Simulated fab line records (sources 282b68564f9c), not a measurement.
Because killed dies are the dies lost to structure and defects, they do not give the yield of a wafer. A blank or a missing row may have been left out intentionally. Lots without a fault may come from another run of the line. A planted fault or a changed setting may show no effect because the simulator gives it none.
fab line records	flow rit_cmos
record lots=14	wafers=42	last_day=7
route steps=202 shown ACTIVE@14 REOX@101 SILICIDE@163 CONTACT@168
lots untouched by any fault: they come from a run of this same line in which no faults occurred
start_h: start of the lot's first displayed wafer, in hours after the record's first day	wait_h: how many hours have passed since the lot's step before this one	" unchanged from the row above	L1.1+2: a single row standing in for several wafers	- no value present, or no start provided	* or withheld: withheld	< > ~ a bound
route shown NAME@n: a module of which the file shows steps, and the number in the route of the first	usual: mean/standard deviation of fault-free wafers	same: alike in all rows	chamber/n: place in a boat	sites: each site's reading	_std_site: their standard deviation	_edge_site: inner sites' mean taken away from outer sites' mean	radius_mm: for every site, how far away it sits from the centre of the wafer	mask NAME#n: copy n	behind: the last tool/chamber to shape the wafer	hold: the reason the lot was held/the length of the hold in hours/how it ended	device: the transistor (n, p or np) that didn't switch	end of line: the tests these same wafers got at the end of their route	a step given without rows: its recipe and nothing more	killed: at the first sort, the dies lost to defects and structure; wafer yield is something else	map: dies across one wafer; x = killed, . = not, _ = none there
set.NAME: setting as actually run; set.NAME@STEP: the setting as run at that earlier step	model.NAME: the simulator's own value behind a step, which no gauge read
the route's steps for a sample of lots (tables are steps, rows are wafers)
services: a tool's chamber out of use, with start hour (start_h, from the record's first day; less than 0 if before it), hours out, and reason
## steps
# step RIT_ACTIVE_ETCH_13
# recipe stop_on=SiO2	chemistry=SF6	target=Si3N4	time_s=210	over_etch_frac=0.4314	SF6_flow_sccm=200	pressure_mtorr=260	rf_w=125	target_depth_a=2100
# usual drypump_motor_current_A=5.7/0.4	oes_product_au=0.813/0.011	throttle_valve_pct=7.51/0.069
lot.wafer	tool	chamber	start_h	wait_h	drypump_motor_current_A	oes_product_au	rf_hours_counter_h	throttle_valve_pct
L983.2	rie_diel-03	3	22.61	0.1	5.8	0.809	60	7.47
L983.3	"	2	"	"	5.1	0.811	3	7.62
L983.5	"	2	"	"	5.2	0.814	-	7.64
L984.1	rie_diel-01	0	25.62	0.1	6.1	0.815	66	7.43
L984.3	"	3	"	"	5.7	0.808	163	7.53
L984.4	"	1	"	"	5.4	0.803	108	7.50
L985.1	rie_diel-01	2	29.84	0.1	6.1	0.815	144	7.44
L985.3	"	0	"	"	6.1	0.807	66	7.42
L985.5	"	2	"	"	6.1	0.827	-	7.46
L986.2	rie_diel-03	2	34.71	0.1	5.1	0.804	3	7.61
L986.4	"	1	"	"	5.6	0.824	72	7.47
L986.5	"	1	"	"	5.6	0.817	-	7.48
L987.1	rie_diel-02	1	39.83	0.1	6.4	0.811	75	7.45
L987.3	"	0	"	"	5.0	0.812	23	7.62
L987.6	"	3	"	"	5.8	0.837	-	7.50
L991.3	rie_diel-02	1	59.83	0.1	6.4	0.795	75	7.45
L991.4	"	2	"	"	5.6	0.815	4	7.58
L991.6	"	3	"	"	5.8	0.836	-	7.47
L992.1	rie_diel-03	0	64.71	0.1	5.9	0.833	23	7.57
L992.2	"	2	"	"	5.1	0.814	3	7.62
L992.3	"	3	"	"	5.8	0.822	61	7.48
L993.1	rie_diel-03	0	69.71	0.1	5.9	0.821	23	7.55
L993.2	"	3	"	"	5.8	0.815	61	7.46
L993.6	"	0	"	"	5.9	0.820	-	7.57
L995.3	rie_diel-01	0	79.83	0.1	6.1	0.820	67	7.42
L995.4	"	1	"	"	5.4	0.810	109	7.52
L995.6	"	2	"	"	6.1	0.827	-	7.42
L998.1	rie_diel-02	0	94.92	0.1	5.0	0.810	24	7.62
L998.5	"	0	"	"	5.0	0.802	-	7.62
L998.6	"	1	"	"	6.4	0.801	-	7.44
L999.2	rie_diel-03	3	99.71	0.1	5.8	0.808	61	7.48
L999.3	"	0	"	"	5.8	0.822	24	7.57
L999.5	"	1	"	"	5.6	0.823	-	7.45
L100.2	rie_diel-01	0	104.85	0.1	6.1	0.810	67	7.42
L100.3	"	1	"	"	5.4	0.804	109	7.51
L100.4	"	0	"	"	6.1	0.798	-	7.42
L101.1	rie_diel-01	2	109.71	0.1	6.1	0.805	146	7.44
L101.2	"	1	"	"	5.3	0.795	110	7.50
L101.3	"	0	"	"	6.1	0.811	68	7.41
L105.1	rie_diel-01	1	129.71	0.1	5.4	0.811	110	7.50
L105.3	"	2	"	"	6.1	0.828	-	7.42
L105.5	"	1	"	"	5.4	0.804	-	7.50
# step RIT_REOX_OXIDATION_03
# recipe temp_c=900	ambient=O2	target_thk_a=252	ox_time_s=5580
# usual ox_time_s=5580/0	spike_tc_load_C=925.8/1.9	tube_center_temp_C_max=902.3/0.38
lot.wafer	tool	chamber	start_h	wait_h	ox_time_s	spike_tc_load_C	tube_center_temp_C_max
L983.2	furnace-02	0	44.84	0.0	5580	928.1	902.3
L983.3	"	0	"	"	5580	926.8	902.5
L983.5	"	0	"	"	5580	929.4	902.1
L984.1	furnace-04	0	48.13	0.4	5580	924.1	902.2
L984.3	"	0	"	"	5580	926.5	902.3
L984.4	"	0	"	"	5580	923.9	902.6
L985.1	furnace-02	0	52.57	0.4	5580	926.5	902.4
L985.3	"	0	"	"	5580	926.5	903.4
L985.5	"	0	"	"	5580	928.1	902.0
L986.2	furnace-02	0	58.04	0.6	5580	926.3	902.5
L986.4	"	0	"	"	5580	925.4	902.7
L986.5	"	0	"	"	5580	927.6	902.0
L987.1	furnace-03	0	63.45	0.6	5580	924.8	902.1
L987.3	"	0	"	"	5580	926.3	902.5
L987.6	"	0	"	"	5580	924.6	902.3
L991.3	furnace-03	0	82.99	0.7	5580	924.7	902.7
L991.4	"	0	"	"	5580	926.4	902.8
L991.6	"	0	"	"	5580	925.9	902.3
L992.1	furnace-02	0	87.78	0.0	5580	928.2	902.7
L992.2	"	0	"	"	5580	930.3	902.4
L992.3	"	0	"	"	5580	926.4	902.3
L993.1	furnace-03	0	93.58	0.0	5580	927.3	902.4
L993.2	"	0	"	"	5580	925.3	902.0
L993.6	"	0	"	"	5580	925.4	902.9
L995.3	furnace-02	0	103.09	0.0	5580	929.0	902.1
L995.4	"	0	"	"	5580	927.0	902.1
L995.6	"	0	"	"	5580	927.7	902.4
L998.1	furnace-02	0	118.13	0.6	8091	927.6	902.6
L998.5	"	0	"	"	8091	927.2	902.0
L998.6	"	0	"	"	8091	927.7	902.4
L999.2	furnace-02	0	123.70	0.0	8091	927.3	901.9
L999.3	"	0	"	"	8091	926.9	902.5
L999.5	"	0	"	"	8091	927.5	902.4
L100.2	furnace-04	0	129.19	0.5	5580	924.4	902.0
L100.3	"	0	"	"	5580	924.3	902.6
L100.4	"	0	"	"	5580	924.1	902.1
L101.1	furnace-03	0	133.19	0.0	5580	924.5	902.8
L101.2	"	0	"	"	5580	925.5	902.9
L101.3	"	0	"	"	5580	925.7	902.5
L105.1	furnace-04	0	152.10	0.0	5580	922.1	903.3
L105.3	"	0	"	"	5580	923.7	902.0
L105.5	"	0	"	"	5580	923.1	902.2
# step RIT_REOX_THK_MEAS_04
# recipe reads=SiO2_of_REOX_OXIDATION_03
# usual REOX_OXIDE_THK=25.1/0.4
lot.wafer	tool	chamber	start_h	wait_h	REOX_OXIDE_THK[nm]
L983.2	film_metro-01	-	47.40	0.0	24.5
L983.3	"	-	"	"	24.3
L983.5	"	-	"	"	24.6
L984.1	film_metro-02	-	50.68	0.0	24.2
L984.3	"	-	"	"	24.5
L984.4	"	-	"	"	24.6
L985.1	film_metro-01	-	55.12	0.0	24.8
L985.3	"	-	"	"	24.7
L985.5	"	-	"	"	25.1
L986.2	film_metro-01	-	60.60	0.0	24.9
L986.4	"	-	"	"	25.0
L986.5	"	-	"	"	24.8
L987.1	film_metro-03	-	66.00	0.0	25.2
L987.3	"	-	"	"	25.3
L987.6	"	-	"	"	25.0
L991.3	film_metro-02	-	85.56	0.0	24.8
L991.4	"	-	"	"	25.0
L991.6	"	-	"	"	24.7
L992.1	film_metro-01	-	90.33	0.0	25.5
L992.2	"	-	"	"	24.9
L992.3	"	-	"	"	25.1
L993.1	film_metro-01	-	96.13	0.0	25.0
L993.2	"	-	"	"	25.3
L993.6	"	-	"	"	25.3
L995.3	film_metro-01	-	105.66	0.0	25.8
L995.4	"	-	"	"	25.9
L995.6	"	-	"	"	25.7
L998.1	film_metro-01	-	120.68	0.0	33.0
L998.5	"	-	"	"	32.9
L998.6	"	-	"	"	32.7
L999.2	film_metro-01	-	126.26	0.0	32.1
L999.3	"	-	"	"	32.2
L999.5	"	-	"	"	32.0
L100.2	film_metro-03	-	131.75	0.0	24.9
L100.3	"	-	"	"	24.5
L100.4	"	-	"	"	24.4
L101.1	film_metro-02	-	135.74	0.0	25.5
L101.2	"	-	"	"	25.0
L101.3	"	-	"	"	25.5
L105.1	film_metro-03	-	154.65	0.0	25.3
L105.3	"	-	"	"	25.3
L105.5	"	-	"	"	24.9
# step RIT_SILICIDE_RS_MEAS_02
# recipe thk_meas_gauge=four-point-probe	reads=Ti_of_SILICIDE_SPUTTER_01
# usual SILICIDE_TI_RS=49.7/0.65
lot.wafer	tool	chamber	start_h	wait_h	SILICIDE_TI_RS[ohm/sq]
L983.2	film_metro-01	-	57.50	0.1	49.4
L983.3	"	-	"	"	49.8
L983.5	"	-	"	"	49.5
L984.1	film_metro-03	-	60.09	0.1	50.6
L984.3	"	-	"	"	50.2
L984.4	"	-	"	"	50.4
L985.1	film_metro-01	-	65.26	0.1	48.7
L985.3	"	-	"	"	48.7
L985.5	"	-	"	"	48.4
L986.2	film_metro-03	-	71.49	0.1	50.1
L986.4	"	-	"	"	49.4
L986.5	"	-	"	"	50.0
L987.1	film_metro-01	-	75.57	0.1	50.6
L987.3	"	-	"	"	49.9
L987.6	"	-	"	"	50.0
L991.3	film_metro-01	-	95.66	0.1	50.3
L991.4	"	-	"	"	50.5
L991.6	"	-	"	"	50.8
L992.1	film_metro-01	-	100.14	0.1	49.3
L992.2	"	-	"	"	50.6
L992.3	"	-	"	"	49.8
L993.1	film_metro-01	-	106.15	0.1	49.6
L993.2	"	-	"	"	48.9
L993.6	"	-	"	"	49.3
L995.3	film_metro-03	-	115.63	0.1	50.2
L995.4	"	-	"	"	50.5
L995.6	"	-	"	"	50.1
L998.1	film_metro-01	-	130.48	0.1	49.8
L998.5	"	-	"	"	50.0
L998.6	"	-	"	"	49.9
L999.2	film_metro-04	-	135.98	0.1	50.2
L999.3	"	-	"	"	49.6
L999.5	"	-	"	"	50.4
L100.2	film_metro-01	-	141.38	0.1	48.2
L100.3	"	-	"	"	48.8
L100.4	"	-	"	"	48.8
L101.1	film_metro-04	-	145.42	0.1	48.9
L101.2	"	-	"	"	48.8
L101.3	"	-	"	"	48.8
L105.1	film_metro-01	-	164.37	0.1	49.0
L105.3	"	-	"	"	49.1
L105.5	"	-	"	"	48.8
# step RIT_CONTACT_CVD_00
# recipe material=SiO2	target_thk_nm=400	precursor=TEOS	temp_c=390	time_s=61	rf_w=400
# usual heater_power_w=331/52	susceptor_temp_C=390.00/0.22
lot.wafer	tool	chamber	start_h	wait_h	heater_power_w	since_wet_clean_h	susceptor_temp_C
L983.2	pecvd-04	2	57.91	0.1	344	1004	389.98
L983.3	"	0	"	"	366	1004	389.79
L983.5	"	1	"	"	376	-	390.05
L984.1	pecvd-02	0	60.51	0.1	295	211	389.69
L984.3	"	1	"	"	396	211	390.00
L984.4	"	0	"	"	305	-	390.02
L985.1	pecvd-01	1	65.62	0.1	361	1402	389.66
L985.3	"	2	"	"	237	1402	390.42
L985.5	"	2	"	"	253	-	390.21
L986.2	pecvd-04	0	71.83	0.0	323	1018	389.79
L986.4	"	1	"	"	362	-	389.92
L986.5	"	0	"	"	339	-	389.72
L987.1	pecvd-02	0	75.94	0.1	258	227	390.32
L987.3	"	2	"	"	284	227	390.36
L987.6	"	0	"	"	288	-	389.66
L991.3	pecvd-01	1	95.97	0.0	349	1432	389.83
L991.4	"	0	"	"	320	-	389.56
L991.6	"	1	"	"	367	-	389.95
L992.1	pecvd-04	2	100.49	0.1	298	1046	390.10
L992.2	"	1	"	"	368	1046	390.32
L992.3	"	0	"	"	323	1046	390.33
L993.1	pecvd-02	1	106.51	0.1	383	257	390.41
L993.2	"	0	"	"	294	257	390.08
L993.6	"	1	"	"	414	-	390.07
L995.3	pecvd-04	1	115.95	0.0	367	1062	389.90
L995.4	"	1	"	"	375	-	389.88
L995.6	"	0	"	"	397	-	389.91
L998.1	pecvd-04	1	130.84	0.1	299	1077	390.22
L998.5	"	0	"	"	387	-	389.88
L998.6	"	2	"	"	262	-	389.72
L999.2	pecvd-02	2	136.31	0.0	348	287	390.07
L999.3	"	1	"	"	417	287	390.08
L999.5	"	2	"	"	360	-	389.90
L100.2	pecvd-01	2	141.72	0.0	253	1478	389.85
L100.3	"	1	"	"	276	1478	389.64
L100.4	"	0	"	"	277	-	390.08
L101.1	pecvd-04	1	145.77	0.1	280	1092	390.16
L101.2	"	0	"	"	332	1092	390.36
L101.3	"	2	"	"	270	1092	389.81
L105.1	pecvd-02	1	164.73	0.1	430	315	390.26
L105.3	"	2	"	"	295	315	390.36
L105.5	"	0	"	"	328	-	389.73
## services
tool	chamber	start_h	hours	kind
pecvd-01	0	0.87	5.8	repair
pecvd-02	-	23.55	2.8	pm
furnace-02	-	41.91	2.7	pm
rie_diel-02	1	43.09	5.8	repair
furnace-03	-	48.33	3.4	pm
pecvd-01	-	58.90	0.8	repair
pecvd-02	2	86.60	20.2	repair
rie_diel-01	3	99.00	7.7	repair
pecvd-01	1	100.20	4.7	repair
rie_diel-01	3	106.66	-	clean
rie_diel-01	3	106.66	23.5	scheduled_down
rie_diel-01	3	106.66	23.5	vent_cycle
furnace-04	-	107.05	3.3	pm
pecvd-01	0	107.68	11.4	repair
rie_diel-01	0	118.56	13.5	repair
rie_diel-03	-	120.31	2.8	pm
pecvd-02	2	147.13	5.9	repair
furnace-02	-	151.26	3.3	pm
## key
first_sign step=RIT_REOX_OXIDATION_03	reading=ox_time_s	direction=up	sigmas=99+	usual=*	struck=*
effect step=RIT_REOX_THK_MEAS_04	reading=REOX_OXIDE_THK	direction=up	sigmas=18	usual=25.1	struck=32.5
met_at RIT_REOX_OXIDATION_03
struck_lots L998,L999
rows_end L998.1
tester_left_out L998,L999
not_acting_at RIT_ACTIVE_ETCH_13,RIT_SILICIDE_RS_MEAS_02,RIT_CONTACT_CVD_00
onset_between 103.09 118.13
fault kind=process_parameter_drift	tool=furnace-02	chamber=-	onset_h=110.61	steps=RIT_REOX_OXIDATION_03	channel=ox_time_s	offset=*	shape=step	end_h=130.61	acts_in=*	stated=*
# tester_left_out: of these lots the tester's yield and bins aren't shown, on N5 and GAA mostly nor the transistor test; their killed dies are dies lost to structure and defects alone, not to doping, threshold or leakage, so they don't give the yield
# rows_end: these wafers met a further fault down the route, and their rows from its step on are left out
